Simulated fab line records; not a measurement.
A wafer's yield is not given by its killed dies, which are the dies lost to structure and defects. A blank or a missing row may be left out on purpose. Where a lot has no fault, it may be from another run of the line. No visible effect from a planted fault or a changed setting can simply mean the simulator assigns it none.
Lot-split experiment    flow berkeley cmos170    23 wafers read across 5 lots, on a route 331 steps long

## ABOUT THE SPLIT
At UCB170_M2_METAL_ETCH_18 (etches Al in Cl2/BCl3, stops on SiO2, target depth 1170 nm, time 195 s), the setting time s was moved away from the recipe's 195 s on 6 of the 23 wafers read, by -10.5% to +11.0%. All remaining wafers had this setting at the recipe value.

Between the split and the reading, the file records no step.

## THE READING
oes product au, in a.u., at UCB170_M2_STRIP_19 (strips in O2). On this fab line, fault-free wafers typically give 0.542 a.u. with a standard deviation of 0.015 a.u.

wafer   tool, chamber at the split  time s as run, s  against the recipe  oes product au, a.u.  against lot-mates on the recipe
L077.2  rie metal-01, 1             195               recipe              0.549                 -
L077.3  rie metal-01, 1             174.5             -10.5%              0.612                 +0.070
L077.4  rie metal-01, 0             174.5             -10.5%              0.603                 +0.061
L077.5  rie metal-01, 1             174.5             -10.5%              0.629                 +0.087
L077.6  rie metal-01, 0             195               recipe              0.535                 -
L078.1  rie metal-03, 1             195               recipe              0.553                 -
L078.2  rie metal-03, 0             195               recipe              0.546                 -
L078.3  rie metal-03, 0             195               recipe              0.546                 -
L078.4  rie metal-03, 1             195               recipe              0.557                 -
L078.5  rie metal-03, 0             195               recipe              0.543                 -
L084.1  rie metal-01, 1             216.5             +11.0%              0.469                 -0.082
L084.2  rie metal-01, 0             216.5             +11.0%              0.437                 -0.114
L084.4  rie metal-01, 1             195               recipe              0.550                 -
L084.5  rie metal-01, 1             195               recipe              0.552                 -
L084.6  rie metal-01, 0             216.5             +11.0%              0.458                 -0.093
L082.2  rie metal-04, 0             195               recipe              0.531                 -
L082.4  rie metal-04, 1             195               recipe              0.522                 -
L082.5  rie metal-04, 1             195               recipe              0.526                 -
L083.1  rie metal-01, 0             195               recipe              0.515                 -
L083.2  rie metal-01, 1             195               recipe              0.549                 -
L083.3  rie metal-01, 0             195               recipe              0.524                 -
L083.5  rie metal-01, 0             195               recipe              0.524                 -
L083.6  rie metal-01, 1             195               recipe              0.550                 -

FIT RESULTS
A straight line over all 23 wafers: oes product au changes by -0.00743 a.u. for each +1% of time s; r = -0.95; the points scatter about the line by 0.013 a.u.
The same after taking each lot's own level away (the mean of its wafers on the recipe; 23 wafers): -0.00786 a.u. for each +1%; r = -0.97; scatter 0.011 a.u.
Per that fit: largest time s move, reading shift of 0.087 a.u.
Measured against the standard deviation above, the lots' own levels, which go from 0.5263 to 0.5510 a.u., span 1.6 times it.
The two slopes are in agreement: the lot-to-lot level therefore moves the slope only a little.
Check: for one of the wafers moved furthest among these (+11.0%), held out of the fit, the line's prediction against its lot-mates is -0.0912 a.u. Against them it came out at -0.082 a.u.
Tool readings at the split's step, against how far the setting was moved: oes product au r = -0.59.

## THE OTHER SPLITS THESE WAFERS WENT THROUGH
These wafers also went through other splits before the reading. Each is held against what the fit with the lots' levels taken away leaves over:
other split on the same wafers  wafers away from the commonest value  r with oes product au (lot level and that fit taken away)
UCB170_M2_SPUTTER_01 power w    9                                     -0.24

## THE WHOLE CHAIN: every reading that the file lists as answering this split, in the file's order
step                     what it does                                                            reading                                                                    change (the file's fit)                    r (the file's)
UCB170_M2_METAL_ETCH_18  etches Al in Cl2/BCl3, stops on SiO2, target depth 1170 nm, time 195 s  KrF_of_M2_COAT_10.thk nm (the simulator's own value, which no gauge read)  -8.19 nm for each +1% of the setting       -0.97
UCB170_M2_STRIP_19       strips in O2                                                            oes product au                                                             -0.00786 a.u. for each +1% of the setting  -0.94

## THE FILE'S OWN FIT
oes product au changes by -0.00786 a.u. for each +1% of time s, r = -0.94.
